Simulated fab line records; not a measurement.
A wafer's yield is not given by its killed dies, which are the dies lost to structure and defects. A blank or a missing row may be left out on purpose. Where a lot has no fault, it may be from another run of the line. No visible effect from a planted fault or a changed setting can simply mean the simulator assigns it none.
Matching of chambers + flow berkeleyCmos170 + UCB170_GATE_ETCH_15 on rieSi-01: 4 sister chambers
The step etches poly-Si in HBr/Cl2, stops on SiO2, time 56.3 s, target depth 278.2 nm. 14 wafers are shown with their chamber, then 7 later ones without.

WAFERS PAIRED WITH THEIR CHAMBERS
| wafer  | chamber | throttleValvePct (%) | oesProductAu (a.u.) | HBr_flow_sccm (sccm) |
|--------|---------|----------------------|---------------------|----------------------|
| L451.3 | 0       | 26.32                | 0.847               | 149.0                |
| L451.4 | 3       | 26.64                | 0.832               | 149.5                |
| L451.5 | 0       | 26.33                | 0.852               | 149.0                |
| L460.2 | 1       | 26.51                | 0.827               | 150.3                |
| L460.4 | 2       | 26.30                | 0.840               | 149.1                |
| L460.5 | 1       | 26.52                | 0.821               | 150.9                |
| L459.1 | 2       | 26.31                | 0.843               | 150.1                |
| L459.4 | 0       | 26.32                | 0.848               | 150.1                |
| L459.5 | 0       | 26.31                | 0.852               | 149.8                |
| L466.1 | 3       | 26.62                | 0.802               | 150.0                |
| L466.4 | 0       | 26.31                | 0.829               | 149.8                |
| L466.5 | 2       | 26.29                | 0.824               | 150.5                |
| L467.3 | 1       | 26.51                | 0.815               | 150.4                |
| L467.4 | 0       | 26.30                | 0.828               | 149.6                |

SIGNATURES, as means of the wafers listed above
| reading          | chamber 0 | chamber 1 | chamber 2 | chamber 3 | scatter within a chamber |
|------------------|-----------|-----------|-----------|-----------|--------------------------|
| throttleValvePct | 26.3150   | 26.5133   | 26.3000   | 26.6300   | 0.0101                   |
| oesProductAu     | 0.84267   | 0.82100   | 0.83567   | 0.81700   | 0.0116                   |
| HBr_flow_sccm    | 149.550   | 150.533   | 149.900   | 149.750   | 0.491                    |
Rule: a wafer's distance from a chamber is the root of the sum, over the readings, of the square of ((its reading less the chamber's mean) divided by the reading's scatter). If the next closest chamber is less than 2 further off than the closest, the wafer can't be placed; otherwise it belongs to the closest. The scatter: take each reading less its chamber's mean, square it, sum over the shown wafers, divide by the number of wafers less the number of chambers, and take the root.

WAFERS WITHOUT THEIR CHAMBER
| wafer  | throttleValvePct (%) | oesProductAu (a.u.) | HBr_flow_sccm (sccm) |
|--------|----------------------|---------------------|----------------------|
| L467.5 | 26.30                | 0.821               | 149.9                |
| L471.3 | 26.31                | 0.832               | 149.7                |
| L471.4 | 26.32                | 0.844               | 149.7                |
| L471.5 | 26.30                | 0.826               | 149.4                |
| L474.1 | 26.31                | 0.828               | 150.6                |
| L474.2 | 26.63                | 0.814               | 149.4                |
| L474.5 | 26.33                | 0.839               | 149.9                |

EACH ONE'S CHAMBER
| wafer  | from the rows above     | in truth |
|--------|-------------------------|----------|
| L467.5 | can't be placed: 2 or 0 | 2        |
| L471.3 | can't be placed: 0 or 2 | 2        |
| L471.4 | can't be placed: 0 or 2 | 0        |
| L471.5 | can't be placed: 2 or 0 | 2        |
| L474.1 | can't be placed: 2 or 0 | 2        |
| L474.2 | 3                       | 3        |
| L474.5 | can't be placed: 0 or 2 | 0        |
Placed correctly: 1 of 7. Not placeable from these rows: 6 (in 6, the candidates include the true chamber). Number placed wrongly: 0.
